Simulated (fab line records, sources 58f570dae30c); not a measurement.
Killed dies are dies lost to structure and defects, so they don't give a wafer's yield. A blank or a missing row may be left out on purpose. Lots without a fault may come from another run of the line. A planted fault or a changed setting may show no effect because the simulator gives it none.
fab line records | flow berkeley_cmos170 | part 1 of 2: steps 1 to 25 of 33
record lots=5 wafers=15 last_day=12
route steps=331 shown NSD@195 BACKSIDE@199 SDANNEAL@204 PSD@206 PLDD@208 NLDD@209 SILICIDE@210 CONTACT@216
lots that met no fault: from a run of the same line without faults
start_h: hours from the record's first day to the start of the lot's first wafer shown | wait_h: hours since the lot's step before | " the same as in the row above | L1.1+2: a row that stands for several wafers | - no value, or no start given | * or withheld: withheld | < > ~ a bound
route shown NAME@n: a module of which the file shows steps, and the number in the route of the first | usual: mean/standard deviation of fault-free wafers | same: alike in all rows | chamber/n: place in a boat | sites: the reading at each site | _std_site: their standard deviation | _edge_site: outer sites' mean less inner sites' | radius_mm: how far each site lies from the wafer's centre | mask NAME#n: copy n | behind: the tool/chamber that last shaped the wafer | hold: why the lot was held/for how many hours/how that ended | device: the transistor (n, p or np) that didn't switch | end of line: the same wafers' tests at the end of the route | a step without rows: its recipe alone | killed: dies lost to structure and defects at the first sort, not the wafer's yield | map: a wafer's dies, x killed, . not, _ none there
set.NAME: the setting as run; set.NAME@STEP: as run at that earlier step | model.NAME: the simulator's own value behind a step, which no gauge read
lots at some steps of the route; a table a step, a row a wafer
services: from which hour (start_h, from the record's first day; less than 0 if before it) a tool's chamber was out of use, for how many hours, and why
## steps
# step UCB170_NSD_IMPLANT_08
# recipe species=P dose_cm2=3e+15 energy_kev=40 tilt_deg=7
# usual faraday_current_uA=9257/180
# columns lot.wafer tool chamber start_h wait_h faraday_current_uA
L074.1 implanter-02 0 128.85 0.0 9630
L074.3 " 0 " " 9118
L074.6 " 0 " " 9209
L077.2 implanter-03 0 146.23 0.0 9710
L077.3 " 0 " " 9630
L077.5 " 0 " " 9196
L087.2 implanter-02 0 206.59 0.0 9174
L087.3 " 0 " " 9568
L087.6 " 0 " " 9295
L093.2 implanter-04 0 229.25 0.0 9243
L093.4 " 0 " " 9425
L093.6 " 0 " " 9186
L095.1 implanter-03 0 248.46 0.0 9181
L095.4 " 0 " " 8689
L095.5 " 0 " " 9231
# step UCB170_NSD_STRIP_09
# recipe chemistry=O2 power_w=400 pressure_mtorr=3500 platen_temp_c=withheld o2_flow_sccm=400 overash_fraction=0.5
# usual drypump_motor_current_A=5.9/0.42 oes_product_au=0.534/0.0045 strip_time_to_endpoint_s=35.81/0.099
# columns lot.wafer tool chamber start_h wait_h drypump_motor_current_A oes_product_au rf_hours_counter_h strip_time_to_endpoint_s
L074.1 plasma_asher-04 1 129.00 0.1 5.3 0.540 1 35.73
L074.3 " 1 " " 5.3 0.521 - 35.69
L074.6 " 1 " " 5.3 0.532 - 35.73
L077.2 plasma_asher-03 1 146.36 0.1 5.5 0.532 45 35.95
L077.3 " 0 " " 6.0 0.539 - 35.96
L077.5 " 0 " " 6.0 0.530 - 35.93
L087.2 plasma_asher-04 0 206.72 0.1 6.3 0.527 9 35.85
L087.3 " 1 " " 5.3 0.537 - 35.96
L087.6 " 1 " " 5.3 0.538 - 35.99
L093.2 plasma_asher-04 0 229.38 0.1 6.3 0.529 12 35.82
L093.4 " 0 " " 6.2 0.527 - 35.78
L093.6 " 0 " " 6.3 0.535 - 35.71
L095.1 plasma_asher-04 1 248.61 0.1 5.3 0.531 14 35.75
L095.4 " 0 " " 6.2 0.534 - 35.64
L095.5 " 0 " " 6.3 0.536 - 35.78
# step UCB170_NSD_TW_MEAS_10
# usual NSD_TW=4241/73
# columns lot.wafer tool chamber start_h wait_h NSD_TW
L074.1 film_metro-01 - 129.10 0.1 4189
L074.3 " - " " 4183
L074.6 " - " " 4172
L077.2 film_metro-03 - 146.47 0.1 4182
L077.3 " - " " 4197
L077.5 " - " " 4201
L087.2 film_metro-02 - 206.83 0.1 4333
L087.3 " - " " 4320
L087.6 " - " " 4297
L093.2 film_metro-03 - 229.49 0.1 4262
L093.4 " - " " 4239
L093.6 " - " " 4247
L095.1 film_metro-03 - 248.71 0.1 4203
L095.4 " - " " 4192
L095.5 " - " " 4218
# step UCB170_NSD_CLEAN_11
# recipe chemistry=SPM temp_c=120 time_s=600
# same time_s=600
# columns lot.wafer tool chamber start_h wait_h
L074.1+3+6 wet_bench-01 2 129.16 0.1
L077.2+3+5 wet_bench-01 1 146.57 0.1
L087.2+3+6 wet_bench-01 3 206.88 0.0
L093.2+4+6 wet_bench-02 0 230.45 1.0
L095.1+4+5 wet_bench-04 1 248.77 0.1
# step UCB170_BACKSIDE_HMDS_00
# recipe prime_time_s=60 prime_temp_c=100
# usual exhaust_pa=45.1/0.89 resist_line_temp_C=23.02/0.1
# columns lot.wafer tool chamber start_h wait_h exhaust_pa resist_line_temp_C
L074.1 litho_track-02 0 129.33 0.0 45.9 22.90
L074.3 " 0 " " 45.5 23.00
L074.6 " 0 " " 45.0 22.84
L077.2 litho_track-04 0 146.77 0.0 44.3 22.84
L077.3 " 0 " " 44.4 22.92
L077.5 " 0 " " 44.8 22.88
L087.2 litho_track-02 0 207.34 0.3 44.0 23.15
L087.3 " 0 " " 44.1 23.04
L087.6 " 0 " " 44.5 23.05
L093.2 litho_track-04 0 230.67 0.0 47.1 23.03
L093.4 " 0 " " 44.7 23.05
L093.6 " 0 " " 45.9 22.98
L095.1 litho_track-01 0 249.02 0.1 46.1 23.03
L095.4 " 0 " " 46.0 23.09
L095.5 " 0 " " 45.0 23.12
# step UCB170_BACKSIDE_COAT_01
# recipe resist=KrF spin_rpm=1463 resist_thk_nm=900
# usual dispense_pressure_kPa=49/4.7 exhaust_pa=45.0/0.9 resist_line_temp_C=22.99/0.11
# columns lot.wafer tool chamber start_h wait_h dispense_pressure_kPa exhaust_pa resist_line_temp_C
L074.1 litho_track-02 0 129.48 0.1 55 45.2 22.91
L074.3 " 0 " " 55 46.1 23.03
L074.6 " 0 " " 55 46.0 23.08
L077.2 litho_track-04 0 146.92 0.1 44 46.5 22.84
L077.3 " 0 " " 44 45.3 22.99
L077.5 " 0 " " 44 46.6 23.15
L087.2 litho_track-02 0 207.49 0.1 55 44.7 22.88
L087.3 " 0 " " 55 44.8 23.05
L087.6 " 0 " " 55 44.5 23.02
L093.2 litho_track-04 0 230.82 0.1 44 42.6 23.11
L093.4 " 0 " " 44 45.0 23.07
L093.6 " 0 " " 44 44.1 23.12
L095.1 litho_track-01 0 249.17 0.1 48 46.2 23.11
L095.4 " 0 " " 48 45.8 23.10
L095.5 " 0 " " 48 45.6 23.13
# step UCB170_BACKSIDE_SOFTBAKE_02
# recipe resist=KrF temp_c=130 time_s=60
# usual exhaust_pa=45.1/0.92 heater_power_total_W=56.80/0.047 resist_line_temp_C=23.01/0.11
# same time_s=60
# columns lot.wafer tool chamber start_h wait_h exhaust_pa heater_power_total_W resist_line_temp_C
L074.1 litho_track-02 0 129.63 0.1 45.0 56.85 22.84
L074.3 " 0 " " 45.4 56.85 22.88
L074.6 " 0 " " 46.3 56.89 23.02
L077.2 litho_track-04 0 147.07 0.1 44.6 56.79 22.94
L077.3 " 0 " " 45.1 56.84 22.97
L077.5 " 0 " " 44.1 56.73 22.84
L087.2 litho_track-02 0 207.64 0.1 45.3 56.94 23.16
L087.3 " 0 " " 44.7 56.85 22.88
L087.6 " 0 " " 46.0 56.82 23.18
L093.2 litho_track-04 0 230.97 0.1 43.5 56.83 23.06
L093.4 " 0 " " 44.1 56.83 23.17
L093.6 " 0 " " 44.0 56.76 23.07
L095.1 litho_track-01 0 249.32 0.1 45.8 56.85 22.92
L095.4 " 0 " " 45.9 56.73 22.96
L095.5 " 0 " " 47.1 56.82 23.09
# step UCB170_BACKSIDE_STRIP_03
# recipe chemistry=O2 power_w=400 pressure_mtorr=3500 platen_temp_c=withheld o2_flow_sccm=400 overash_fraction=0.5
# usual drypump_motor_current_A=5.7/0.44 oes_product_au=0.735/0.0044 strip_time_to_endpoint_s=22.23/0.085
# columns lot.wafer tool chamber start_h wait_h drypump_motor_current_A oes_product_au rf_hours_counter_h strip_time_to_endpoint_s
L074.1 plasma_asher-01 1 129.78 0.1 5.5 0.734 44 22.14
L074.3 " 1 " " 5.5 0.734 - 22.23
L074.6 " 0 " " 5.1 0.729 - 22.21
L077.2 plasma_asher-03 1 147.20 0.1 5.5 0.734 45 22.38
L077.3 " 1 " " 5.5 0.736 - 22.37
L077.5 " 0 " " 6.1 0.733 - 22.37
L087.2 plasma_asher-02 1 207.76 0.1 6.5 0.741 40 22.20
L087.3 " 0 " " 5.8 0.736 - 22.23
L087.6 " 0 " " 5.8 0.734 - 22.29
L093.2 plasma_asher-01 0 231.09 0.1 5.1 0.741 55 22.28
L093.4 " 0 " " 5.1 0.740 - 22.29
L093.6 " 1 " " 5.5 0.725 - 22.30
L095.1 plasma_asher-02 0 249.47 0.1 5.9 0.728 44 22.19
L095.4 " 0 " " 5.8 0.736 - 22.14
L095.5 " 1 " " 6.5 0.730 - 22.18
# step UCB170_BACKSIDE_CLEAN_04
# recipe chemistry=SPM temp_c=120 time_s=600
# same time_s=600
# columns lot.wafer tool chamber start_h wait_h
L074.1+3+6 wet_bench-01 1 129.88 0.1
L077.2+3+5 wet_bench-01 3 147.30 0.1
L087.2+3+6 wet_bench-02 0 207.86 0.1
L093.2+4+6 wet_bench-03 3 231.19 0.1
L095.1+4+5 wet_bench-03 2 249.57 0.1
# step UCB170_SDANNEAL_RTA_00
# recipe temp_c=900 time_s=10 ambient=N2
# usual lamp_power_pct=24.0/1.9 wafer_temp_C_max=904.5/0.88
# same time_s=10
# columns lot.wafer tool chamber start_h wait_h lamp_power_pct wafer_temp_C_max
L074.1 rtp_anneal-01 0 130.06 0.0 22.2 904.1
L074.3 " 0 " " 22.2 904.0
L074.6 " 0 " " 22.2 903.6
L077.2 rtp_anneal-02 0 147.48 0.0 26.1 903.9
L077.3 " 0 " " 26.1 904.1
L077.5 " 0 " " 26.1 904.5
L087.2 rtp_anneal-01 0 208.05 0.0 22.2 904.3
L087.3 " 0 " " 22.2 904.5
L087.6 " 0 " " 22.2 905.3
L093.2 rtp_anneal-02 0 231.38 0.0 26.1 903.8
L093.4 " 0 " " 26.1 905.4
L093.6 " 0 " " 26.1 903.4
L095.1 rtp_anneal-02 0 249.74 0.0 26.1 903.2
L095.4 " 0 " " 26.1 904.2
L095.5 " 0 " " 26.1 905.0
# step UCB170_SDANNEAL_RTA_01
# recipe temp_c=1050 time_s=5 ambient=N2
# usual lamp_power_pct=37.0/3 wafer_temp_C_max=1055.4/1.1
# same time_s=5
# columns lot.wafer tool chamber start_h wait_h lamp_power_pct wafer_temp_C_max
L074.1 rtp_anneal-01 0 130.12 0.1 34.3 1054.6
L074.3 " 0 " " 34.3 1054.2
L074.6 " 0 " " 34.3 1055.8
L077.2 rtp_anneal-02 0 147.55 0.1 40.3 1056.5
L077.3 " 0 " " 40.3 1056.0
L077.5 " 0 " " 40.3 1054.9
L087.2 rtp_anneal-01 0 208.12 0.1 34.3 1055.8
L087.3 " 0 " " 34.3 1057.8
L087.6 " 0 " " 34.3 1054.8
L093.2 rtp_anneal-02 0 231.44 0.1 40.3 1055.9
L093.4 " 0 " " 40.3 1053.3
L093.6 " 0 " " 40.3 1057.1
L095.1 rtp_anneal-02 0 249.81 0.1 40.3 1055.5
L095.4 " 0 " " 40.2 1054.4
L095.5 " 0 " " 40.3 1055.7
# step UCB170_SDANNEAL_RS_MEAS_02
# recipe thk_meas_gauge=four-point-probe
# usual PSD_RS=75.58/0.28
# columns lot.wafer tool chamber start_h wait_h PSD_RS[ohm/sq]
L074.1 film_metro-02 - 130.18 0.0 75.75
L074.3 " - " " 75.35
L074.6 " - " " 75.47
L077.2 film_metro-03 - 147.73 0.2 75.52
L077.3 " - " " 75.45
L077.5 " - " " 75.55
L087.2 film_metro-02 - 208.18 0.1 75.73
L087.3 " - " " 75.64
L087.6 " - " " 75.62
L093.2 film_metro-03 - 231.51 0.1 75.34
L093.4 " - " " 75.39
L093.6 " - " " 75.31
L095.1 film_metro-03 - 249.87 0.0 75.42
L095.4 " - " " 75.64
L095.5 " - " " 75.56
# step UCB170_SDANNEAL_RS_MEAS_03
# recipe thk_meas_gauge=four-point-probe
# usual NSD_RS=37.27/0.09
# columns lot.wafer tool chamber start_h wait_h NSD_RS[ohm/sq]
L074.1 film_metro-02 - 130.30 0.1 37.33
L074.3 " - " " 37.26
L074.6 " - " " 37.34
L077.2 film_metro-03 - 147.85 0.1 37.17
L077.3 " - " " 37.19
L077.5 " - " " 37.16
L087.2 film_metro-02 - 208.30 0.1 37.19
L087.3 " - " " 37.10
L087.6 " - " " 37.05
L093.2 film_metro-03 - 231.63 0.1 37.22
L093.4 " - " " 37.21
L093.6 " - " " 37.31
L095.1 film_metro-03 - 249.99 0.1 37.21
L095.4 " - " " 37.20
L095.5 " - " " 37.28
# step UCB170_SDANNEAL_RS_MEAS_04
# recipe thk_meas_gauge=four-point-probe
# usual PLDD_RS=1032.6/2.7
# columns lot.wafer tool chamber start_h wait_h PLDD_RS[ohm/sq]
L074.1 film_metro-02 - 130.42 0.1 1033.8
L074.3 " - " " 1034.6
L074.6 " - " " 1035.1
L077.2 film_metro-03 - 147.97 0.1 1031.8
L077.3 " - " " 1033.9
L077.5 " - " " 1032.5
L087.2 film_metro-02 - 208.42 0.1 1029.9
L087.3 " - " " 1031.1
L087.6 " - " " 1030.1
L093.2 film_metro-03 - 231.75 0.1 1036.5
L093.4 " - " " 1035.5
L093.6 " - " " 1034.4
L095.1 film_metro-03 - 250.11 0.1 1031.6
L095.4 " - " " 1031.1
L095.5 " - " " 1030.4
# step UCB170_SDANNEAL_RS_MEAS_05
# recipe thk_meas_gauge=four-point-probe
# usual NLDD_RS=616.3/1.4
# columns lot.wafer tool chamber start_h wait_h NLDD_RS[ohm/sq]
L074.1 film_metro-02 - 130.54 0.1 615.8
L074.3 " - " " 615.8
L074.6 " - " " 615.4
L077.2 film_metro-03 - 148.09 0.1 613.0
L077.3 " - " " 615.5
L077.5 " - " " 613.5
L087.2 film_metro-02 - 208.54 0.1 615.6
L087.3 " - " " 613.7
L087.6 " - " " 612.8
L093.2 film_metro-03 - 231.87 0.1 614.6
L093.4 " - " " 614.3
L093.6 " - " " 616.0
L095.1 film_metro-03 - 250.23 0.1 616.4
L095.4 " - " " 616.9
L095.5 " - " " 616.5
# step UCB170_SILICIDE_PRE_CLEAN_00
# recipe gas=Ar preclean_etch_time_s=60
# columns lot.wafer tool chamber start_h wait_h
L074.1+3+6 pvd_sputter-03 - 130.66 0.1
L077.2+3+5 pvd_sputter-03 - 148.19 0.1
L087.2+3+6 pvd_sputter-03 - 208.64 0.1
L093.2+4+6 pvd_sputter-03 - 231.97 0.1
L095.1+4+5 pvd_sputter-02 - 250.35 0.1
# step UCB170_SILICIDE_SPUTTER_01
# recipe material=Ti target_thk_nm=30 time_s=26.25 power_w=1500 chamber_pressure_pa=0.5
# usual throttle_valve_pct=30.1/0.85
# same time_s=26.25
# columns lot.wafer tool chamber start_h wait_h throttle_valve_pct
L074.1 pvd_sputter-03 - 130.73 0.0 28.4
L074.3 " - " " 30.0
L074.6 " - " " 29.8
L077.2 pvd_sputter-03 - 148.26 0.0 30.1
L077.3 " - " " 28.2
L077.5 " - " " 29.8
L087.2 pvd_sputter-03 - 208.71 0.0 29.9
L087.3 " - " " 28.5
L087.6 " - " " 30.1
L093.2 pvd_sputter-03 - 232.04 0.0 29.9
L093.4 " - " " 30.0
L093.6 " - " " 30.2
L095.1 pvd_sputter-02 - 250.41 0.0 30.3
L095.4 " - " " 30.8
L095.5 " - " " 30.8
# step UCB170_SILICIDE_RS_MEAS_02
# recipe thk_meas_gauge=four-point-probe reads=Ti_of_SILICIDE_SPUTTER_01
# usual SILICIDE_TI_RS=24.6/0.31
# columns lot.wafer tool chamber start_h wait_h SILICIDE_TI_RS[ohm/sq]
L074.1 film_metro-02 - 130.76 0.0 24.6
L074.3 " - " " 24.8
L074.6 " - " " 24.7
L077.2 film_metro-03 - 148.31 0.0 24.3
L077.3 " - " " 24.0
L077.5 " - " " 24.2
L087.2 film_metro-03 - 208.76 0.0 25.0
L087.3 " - " " 24.6
L087.6 " - " " 25.0
L093.2 film_metro-04 - 232.19 0.1 24.8
L093.4 " - " " 24.8
L093.6 " - " " 24.7
L095.1 film_metro-03 - 250.44 0.0 24.8
L095.4 " - " " 24.9
L095.5 " - " " 24.8
# step UCB170_SILICIDE_THK_MEAS_03
# recipe thk_meas_gauge=xrf reads=Ti_of_SILICIDE_SPUTTER_01
# usual SILICIDE_TI_THK=31.4/0.34
# columns lot.wafer tool chamber start_h wait_h SILICIDE_TI_THK[nm]
L074.1 film_metro-02 - 130.88 0.1 31.6
L074.3 " - " " 31.3
L074.6 " - " " 31.4
L077.2 film_metro-03 - 148.42 0.1 31.6
L077.3 " - " " 31.6
L077.5 " - " " 31.6
L087.2 film_metro-03 - 208.87 0.1 31.1
L087.3 " - " " 31.3
L087.6 " - " " 31.0
L093.2 film_metro-04 - 232.30 0.1 31.2
L093.4 " - " " 31.3
L093.6 " - " " 31.5
L095.1 film_metro-03 - 250.56 0.1 31.0
L095.4 " - " " 31.0
L095.5 " - " " 31.1
# step UCB170_SILICIDE_RTA_04
# recipe temp_c=650 time_s=15 ambient=N2
# usual lamp_power_pct=10.4/0.83 wafer_temp_C_max=653.2/0.68
# same time_s=15
# columns lot.wafer tool chamber start_h wait_h lamp_power_pct wafer_temp_C_max
L074.1 rtp_anneal-02 0 130.94 0.1 11.2 653.8
L074.3 " 0 " " 11.2 652.9
L074.6 " 0 " " 11.2 653.8
L077.2 rtp_anneal-01 0 148.48 0.1 9.5 653.6
L077.3 " 0 " " 9.5 653.2
L077.5 " 0 " " 9.5 653.5
L087.2 rtp_anneal-02 0 208.93 0.1 11.2 651.8
L087.3 " 0 " " 11.2 653.3
L087.6 " 0 " " 11.2 655.2
L093.2 rtp_anneal-02 0 232.36 0.1 11.2 652.8
L093.4 " 0 " " 11.2 653.2
L093.6 " 0 " " 11.2 652.7
L095.1 rtp_anneal-02 0 250.62 0.1 11.2 653.3
L095.4 " 0 " " 11.2 653.3
L095.5 " 0 " " 11.2 653.6
# step UCB170_SILICIDE_WET_ETCH_05
# recipe chemistry=SPM time_s=45 temp_c=120 target=Ti
# same time_s=45
# columns lot.wafer tool chamber start_h wait_h
L074.1+3+6 wet_bench-01 1 131.01 0.1
L077.2+3+5 wet_bench-03 0 148.54 0.1
L087.2+3+6 wet_bench-01 1 209.00 0.1
L093.2+4+6 wet_bench-01 0 232.42 0.1
L095.1+4+5 wet_bench-01 0 250.70 0.1
# step UCB170_CONTACT_CLEAN_00
# recipe chemistry=SPM temp_c=120 time_s=600
# same time_s=600
# columns lot.wafer tool chamber start_h wait_h
L074.1+3+6 wet_bench-01 2 131.03 0.0
L077.2+3+5 wet_bench-03 0 148.57 0.0
L087.2+3+6 wet_bench-01 2 209.02 0.0
L093.2+4+6 wet_bench-04 2 232.44 0.0
L095.1+4+5 wet_bench-01 2 250.72 0.0
# step UCB170_CONTACT_CVD_01
# recipe material=PSG target_thk_nm=700 temp_c=450 precursor=SiH4/O2/PH3 time_s=2820 pressure_mtorr=300 sih4_flow_sccm=60 o2_flow_sccm=90 ph3_flow_sccm=25
# usual pressure_mtorr=300.0/0.61
# same time_s=2820
# columns lot.wafer tool chamber start_h wait_h pressure_mtorr
L074.1 lpcvd-02 0 132.25 1.0 299.6
L074.3 " 0 " " 299.8
L074.6 " 0 " " 299.0
L077.2 lpcvd-01 1 149.03 0.3 300.7
L077.3 " 1 " " 301.6
L077.5 " 1 " " 300.0
L087.2 lpcvd-01 0 210.32 1.1 300.3
L087.3 " 0 " " 300.3
L087.6 " 0 " " 300.4
L093.2 lpcvd-02 0 233.13 0.5 300.3
L093.4 " 0 " " 299.7
L093.6 " 0 " " 300.5
L095.1 lpcvd-01 0 250.91 0.0 299.9
L095.4 " 0 " " 299.5
L095.5 " 0 " " 300.1
# step UCB170_CONTACT_THK_MEAS_02
# recipe reads=PSG_of_CONTACT_CVD_01
# usual CONTACT_PSG_THK=700/6.8
# columns lot.wafer tool chamber start_h wait_h CONTACT_PSG_THK[nm]
L074.1 film_metro-04 - 134.03 0.0 699
L074.3 " - " " 698
L074.6 " - " " 693
L077.2 film_metro-04 - 150.82 0.0 707
L077.3 " - " " 712
L077.5 " - " " 702
L087.2 film_metro-04 - 212.12 0.0 688
L087.3 " - " " 692
L087.6 " - " " 694
L093.2 film_metro-04 - 234.93 0.0 698
L093.4 " - " " 690
L093.6 " - " " 692
L095.1 film_metro-01 - 252.69 0.0 693
L095.4 " - " " 690
L095.5 " - " " 693
# step UCB170_CONTACT_HMDS_03
# recipe prime_time_s=60 prime_temp_c=100
# usual exhaust_pa=45.0/0.98 resist_line_temp_C=22.97/0.1
# columns lot.wafer tool chamber start_h wait_h exhaust_pa resist_line_temp_C
L074.1 litho_track-02 0 134.32 0.3 43.7 22.85
L074.3 " 0 " " 44.4 23.04
L074.6 " 0 " " 43.5 22.98
L077.2 litho_track-01 0 151.25 0.4 45.3 22.98
L077.3 " 0 " " 47.9 22.90
L077.5 " 0 " " 47.0 22.79
L087.2 litho_track-02 0 212.37 0.2 46.5 22.96
L087.3 " 0 " " 46.1 22.77
L087.6 " 0 " " 47.9 22.95
L093.2 litho_track-03 0 235.00 0.1 43.1 23.04
L093.4 " 0 " " 44.1 23.08
L093.6 " 0 " " 44.4 23.03
L095.1 litho_track-02 0 252.75 0.1 46.1 23.02
L095.4 " 0 " " 44.0 22.99
L095.5 " 0 " " 44.7 23.06
